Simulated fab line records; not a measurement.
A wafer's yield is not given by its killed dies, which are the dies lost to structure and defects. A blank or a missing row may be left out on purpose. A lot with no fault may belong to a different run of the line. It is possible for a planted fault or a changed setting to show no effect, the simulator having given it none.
fab line records -- flow berkeley-cmos170
[record] lots = 6, wafers = 18, last-day = 12
route steps=331 shown PLDD@156 NLDD@158
lots that met no fault: from a run of the same line without faults
start-h: start of the lot's first displayed wafer, in hours after the record's first day -- wait-h: how many hours have passed since the lot's step before this one -- " repeats the value in the row above -- L1.1+2: several wafers, shown together as one row -- - no value, or no start given -- * or withheld: withheld -- < > ~ a bound
route shown NAME@n: NAME is a module with steps in the file, n the number in the route of the first one -- usual: mean and standard deviation over wafers with no fault -- same: alike in all rows -- chamber/n: place in a boat -- sites: per-site readings -- _std_site: standard deviation of those values -- _edge_site: the outer-site mean with the inner-site mean subtracted -- radius-mm: for every site, how far away it sits from the centre of the wafer -- mask NAME#n: copy n -- behind: tool/chamber where the wafer was last shaped -- hold: reason for holding the lot/hours on hold/outcome of the hold -- device: names the non-switching transistor (n, p or np) -- end of line: tests run on the same wafers once the route is complete -- where a step has no rows: the recipe by itself -- killed: count of dies lost to structure and defects at first sort (not the wafer's yield) -- map: a wafer's dies, x killed, . not, _ none there
set.NAME: the setting that was run; set.NAME@STEP: the one run at that earlier step -- model.NAME: the simulator's own value behind a step, which no gauge read
certain route steps with their lots: each step a table, each wafer a row
services: when a tool's chamber went out of use (start-h, in hours from the record's first day, below 0 if earlier), for how many hours, and the reason
[[steps]]
[step UCB170_PLDD_TW_MEAS_11]
[usual] PLDD_TW = 1014/7.9
lot.wafer,tool,chamber,start-h,wait-h,PLDD_TW
L469.1,film-metro-02,-,152.77,0.1,1010
L469.4,film-metro-02,-,152.77,0.1,1005
L469.5,film-metro-02,-,152.77,0.1,1005
L474.1,film-metro-02,-,173.10,0.1,1011
L474.3,film-metro-02,-,173.10,0.1,1009
L474.5,film-metro-02,-,173.10,0.1,1004
L480.1,film-metro-04,-,206.41,0.1,1023
L480.3,film-metro-04,-,206.41,0.1,1024
L480.6,film-metro-04,-,206.41,0.1,1016
L478.1,film-metro-04,-,206.68,0.1,1021
L478.3,film-metro-04,-,206.68,0.1,1019
L478.6,film-metro-04,-,206.68,0.1,1019
L484.3,film-metro-04,-,232.32,0.1,1014
L484.4,film-metro-04,-,232.32,0.1,1021
L484.5,film-metro-04,-,232.32,0.1,1018
L485.3,film-metro-02,-,242.10,0.1,1004
L485.4,film-metro-02,-,242.10,0.1,1005
L485.5,film-metro-02,-,242.10,0.1,1005
[step UCB170_PLDD_CLEAN_12]
[recipe] chemistry = SPM, temp-c = 120, time-s = 600
[step UCB170_NLDD_HMDS_00]
[recipe] prime-time-s = 60, prime-temp-c = 100
[step UCB170_NLDD_COAT_01]
[recipe] resist = KrF, spin-rpm = 1500, resist-thk-nm = 900
[step UCB170_NLDD_SOFTBAKE_02]
[recipe] resist = KrF, temp-c = 130, time-s = 60
[step UCB170_NLDD_EXPOSE_03]
[recipe] mask-id = NSELECT, na = 0.5, sigma-outer = 0.6, source-shape = conventional, target-cd-nm = 1200, dose-mj = 30
[step UCB170_NLDD_PEB_04]
[recipe] peb-temp-c = 130, peb-time-s = withheld, resist = KrF
[step UCB170_NLDD_DEVELOP_05]
[recipe] developer = TMAH, develop-time-s = 45, resist = KrF, dev-temp-c = 21
[step UCB170_NLDD_CD_MEAS_06]
[recipe] target-cd-nm = 1200
[usual] cd-nm = 1200.0/1.3
lot.wafer,tool,chamber,start-h,wait-h,cd-nm
L469.1,cd-sem-01,-,155.02,-,1199.2
L469.4,cd-sem-01,-,155.02,-,1198.5
L469.5,cd-sem-01,-,155.02,-,1198.6
L474.1,cd-sem-02,-,174.88,-,1201.0
L474.3,cd-sem-02,-,174.88,-,1200.1
L474.5,cd-sem-02,-,174.88,-,1201.6
L480.1,cd-sem-01,-,207.69,-,1201.4
L480.3,cd-sem-01,-,207.69,-,1201.1
L480.6,cd-sem-01,-,207.69,-,1200.4
L478.1,cd-sem-01,-,207.81,-,1200.1
L478.3,cd-sem-01,-,207.81,-,1199.6
L478.6,cd-sem-01,-,207.81,-,1201.6
L484.3,cd-sem-01,-,233.53,-,1198.7
L484.4,cd-sem-01,-,233.53,-,1198.3
L484.5,cd-sem-01,-,233.53,-,1199.1
L485.3,cd-sem-01,-,243.73,-,1199.5
L485.4,cd-sem-01,-,243.73,-,1201.9
L485.5,cd-sem-01,-,243.73,-,1200.1
[step UCB170_NLDD_OVL_MEAS_07]
[usual] NLDD_OVL = -1/5
lot.wafer,tool,chamber,start-h,wait-h,NLDD_OVL[nm]
L469.1,overlay-01,-,155.14,0.1,15
L469.4,overlay-01,-,155.14,0.1,1
L469.5,overlay-01,-,155.14,0.1,10
L474.1,overlay-02,-,175.00,0.1,-5
L474.3,overlay-02,-,175.00,0.1,-4
L474.5,overlay-02,-,175.00,0.1,4
L480.1,overlay-01,-,207.81,0.1,-4
L480.3,overlay-01,-,207.81,0.1,-5
L480.6,overlay-01,-,207.81,0.1,-5
L478.1,overlay-02,-,207.93,0.1,-6
L478.3,overlay-02,-,207.93,0.1,-7
L478.6,overlay-02,-,207.93,0.1,9
L484.3,overlay-01,-,233.62,0.1,3
L484.4,overlay-01,-,233.62,0.1,-1
L484.5,overlay-01,-,233.62,0.1,-5
L485.3,overlay-02,-,243.82,0.1,-4
L485.4,overlay-02,-,243.82,0.1,-6
L485.5,overlay-02,-,243.82,0.1,-5
[step UCB170_NLDD_IMPLANT_08]
[recipe] species = As, dose-cm2 = 5e+13, energy-kev = 30, tilt-deg = 7, rotation-deg = 0
[step UCB170_NLDD_IMPLANT_09]
[recipe] species = As, dose-cm2 = 5e+13, energy-kev = 30, tilt-deg = 7, rotation-deg = 180
[step UCB170_NLDD_STRIP_10]
[recipe] chemistry = O2, power-w = 400, pressure-mtorr = 3500, platen-temp-c = withheld, o2-flow-sccm = 400, overash-fraction = 0.5
[usual] chamber-pressure-mTorr = 3500/3.3, drypump-motor-current-A = 5.8/0.48, oes-product-au = 0.734/0.0048, strip-time-to-endpoint-s = 21.65/0.072
lot.wafer,tool,chamber,start-h,wait-h,chamber-pressure-mTorr,drypump-motor-current-A,oes-product-au,rf-hours-counter-h,strip-time-to-endpoint-s,model.KrF_of_NLDD_COAT_01.thk-nm
L469.1,plasma-asher-03,1,155.47,0.1,3503,5.9,0.731,2,21.68,0
L469.4,plasma-asher-03,0,155.47,0.1,3505,5.7,0.739,-,21.70,0
L469.5,plasma-asher-03,1,155.47,0.1,3501,5.9,0.738,-,21.69,0
L474.1,plasma-asher-02,1,175.37,0.1,3498,6.8,0.736,43,21.69,0
L474.3,plasma-asher-02,0,175.37,0.1,3502,5.6,0.740,-,21.75,0
L474.5,plasma-asher-02,1,175.37,0.1,3495,6.8,0.731,-,21.70,0
L480.1,plasma-asher-03,1,208.15,0.1,-,-,-,-,-,885.1
L480.3,plasma-asher-03,0,208.15,0.1,-,-,-,-,-,885.9
L480.6,plasma-asher-03,1,208.15,0.1,-,-,-,-,-,887
L478.1,plasma-asher-02,1,208.45,0.1,-,-,-,-,-,888.6
L478.3,plasma-asher-02,1,208.45,0.1,-,-,-,-,-,888.3
L478.6,plasma-asher-02,1,208.45,0.1,-,-,-,-,-,886.8
L484.3,plasma-asher-03,0,233.98,0.1,3504,5.7,0.736,-,21.64,0
L484.4,plasma-asher-03,1,233.98,0.1,3500,5.9,0.734,-,21.61,0
L484.5,plasma-asher-03,1,233.98,0.1,3497,5.9,0.740,-,21.58,0
L485.3,plasma-asher-03,0,244.18,0.1,3496,5.7,0.734,-,21.69,0
L485.4,plasma-asher-03,1,244.18,0.1,3505,5.9,0.730,-,21.70,0
L485.5,plasma-asher-03,0,244.18,0.1,3504,5.7,0.739,-,21.67,0
[step UCB170_NLDD_TW_MEAS_11]
[usual] NLDD_TW = 2227/16
lot.wafer,tool,chamber,start-h,wait-h,NLDD_TW
L469.1,film-metro-02,-,155.57,0.1,2212
L469.4,film-metro-02,-,155.57,0.1,2206
L469.5,film-metro-02,-,155.57,0.1,2214
L474.1,film-metro-04,-,175.47,0.1,2235
L474.3,film-metro-04,-,175.47,0.1,2232
L474.5,film-metro-04,-,175.47,0.1,2229
L480.1,film-metro-04,-,208.25,0.1,2236
L480.3,film-metro-04,-,208.25,0.1,2239
L480.6,film-metro-04,-,208.25,0.1,2235
L478.1,film-metro-02,-,208.55,0.1,2210
L478.3,film-metro-02,-,208.55,0.1,2222
L478.6,film-metro-02,-,208.55,0.1,2218
L484.3,film-metro-02,-,234.07,0.1,2207
L484.4,film-metro-02,-,234.07,0.1,2198
L484.5,film-metro-02,-,234.07,0.1,2207
L485.3,film-metro-02,-,244.27,0.1,2208
L485.4,film-metro-02,-,244.27,0.1,2201
L485.5,film-metro-02,-,244.27,0.1,2202
[[services]]
tool,chamber,start-h,hours,kind
plasma-asher-03,-,131.76,13.2,pm
[[key]]
[first-sign] step = UCB170_NLDD_STRIP_10, reading = tool-record, direction = missing
effect none on later readings
[model-effect] step = UCB170_NLDD_STRIP_10, value = KrF_of_NLDD_COAT_01.thk-nm, without = 0, struck = 887
met-at UCB170_NLDD_STRIP_10
struck-wafers L478.1,L478.3,L478.6,L480.1,L480.3,L480.6
later-rows-left-out L478.1,L478.3,L478.6,L480.1,L480.3,L480.6
sort-left-out L478.1,L478.3,L478.6,L480.1,L480.3,L480.6
tester-left-out L478,L480
onset-between 175.37 208.15
[fault] kind = skipped-step-whole, tool = plasma-asher-02,plasma-asher-03, chamber = -, onset-h = 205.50, steps = UCB170_NLDD_STRIP_10, scope = struck-lots-only
// tester-left-out: of these lots the tester's yield and bins aren't shown, on N5 and GAA mostly nor the transistor test; their killed dies are dies lost to structure and defects alone, not to doping, threshold or leakage, so they don't give the yield
// sort-left-out: the simulated sort isn't trusted on such a fault, so these wafers' sort isn't shown, and their yield isn't known
// later-rows-left-out: the simulator's readings of these wafers behind a module that went badly wrong aren't trusted and aren't shown, but for the sort
